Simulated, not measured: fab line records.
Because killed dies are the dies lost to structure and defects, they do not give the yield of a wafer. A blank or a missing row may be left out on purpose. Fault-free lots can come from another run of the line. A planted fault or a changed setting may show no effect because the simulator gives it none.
A single fault, viewed from 2 desks ; flow berkeleyCmos170 ; each desk has only its own numbers; what lay behind them comes last

## FROM THE METROLOGY DESK
What the gauges read, lot by lot, whatever tool the lot ran on: means of the sampled wafers that have a number. Any lot whose mean is over 4 standard deviations away from the usual mean is out of limits and marked OUT; that distance is given in the brackets.
Columns: A = PLDD_TW at UCB170_PLDD_TW_MEAS_11, usual 1011; B = PLDD_RS at UCB170_SDANNEAL_RS_MEAS_04, usual 1032 ohm/sq
lot;first seen here;A;B
L315;day 6 18:11;1012;1034
L318;day 6 18:26;1016;1029
L314;day 6 18:44;1016;1034
L316;day 6 18:55;1020;1034
L317;day 6 19:03;1001;1036
L319;day 7 07:24;1018;1032
L321;day 8 05:25;1003;1032
L326;day 8 22:59;978 (-4.1) OUT;1116 (+26) OUT
L328;day 9 02:14;997;1034
L329;day 9 07:59;979 (-4.1) OUT;1122 (+28) OUT
L333;day 10 00:41;1018;1034
L334;day 10 01:02;996;1030
L337;day 11 11:50;1010;1033
Finding of this desk: L326, L329 out of limits, first seen on L326 at day 8 22:59 (PLDD_TW at UCB170_PLDD_TW_MEAS_11). L315, L318, L314, L316, L317, L319, L321, L328, L333, L334, L337 stayed within limits.

## DESK OF THE TOOL OWNER: implanter-04
UCB170_PLDD_IMPLANT_08, tool's own readings: per-lot mean of the sampled wafers with a number, covering each lot this tool ran. Any lot whose mean is over 4 standard deviations away from the usual mean is out of limits and marked OUT; that distance is given in the brackets.
Columns: A = beamOnS at UCB170_PLDD_IMPLANT_08, usual 10.00 s; B = faradayCurrentUA at UCB170_PLDD_IMPLANT_08, usual 159
lot;first seen here;A;B
L315;day 6 17:47;9.97;159
L316;day 6 18:31;10.09;157
L321;day 8 05:01;10.09;157
L326;day 8 22:35;8.04 (-9.3) OUT;197 (+12) OUT
L329;day 9 07:36;8.06 (-9.3) OUT;197 (+12) OUT
This desk's finding: out of limits on L326, L329; first on L326, day 8 22:35 (beamOnS at UCB170_PLDD_IMPLANT_08). L315, L316, L321 stayed within limits.

## BROUGHT TOGETHER
At day 8 22:35, on L326, L329, the tool owner's desk was in a position to raise an alarm.
The metrology desk could have raised an alarm at day 8 22:59, on L326, L329.
UCB170_PLDD_IMPLANT_08 was run on implanter-04 by each of the lots named.

## WHAT WAS PUT IN BY THE SIMULATOR
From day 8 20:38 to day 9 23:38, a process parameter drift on implanter-04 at UCB170_PLDD_IMPLANT_08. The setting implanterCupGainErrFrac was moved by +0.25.
Shown lots that were struck: L326, L329.
Hours from the fault's start to each desk's first reading out of limits: the tool owner's desk, 2; the metrology desk, 2.
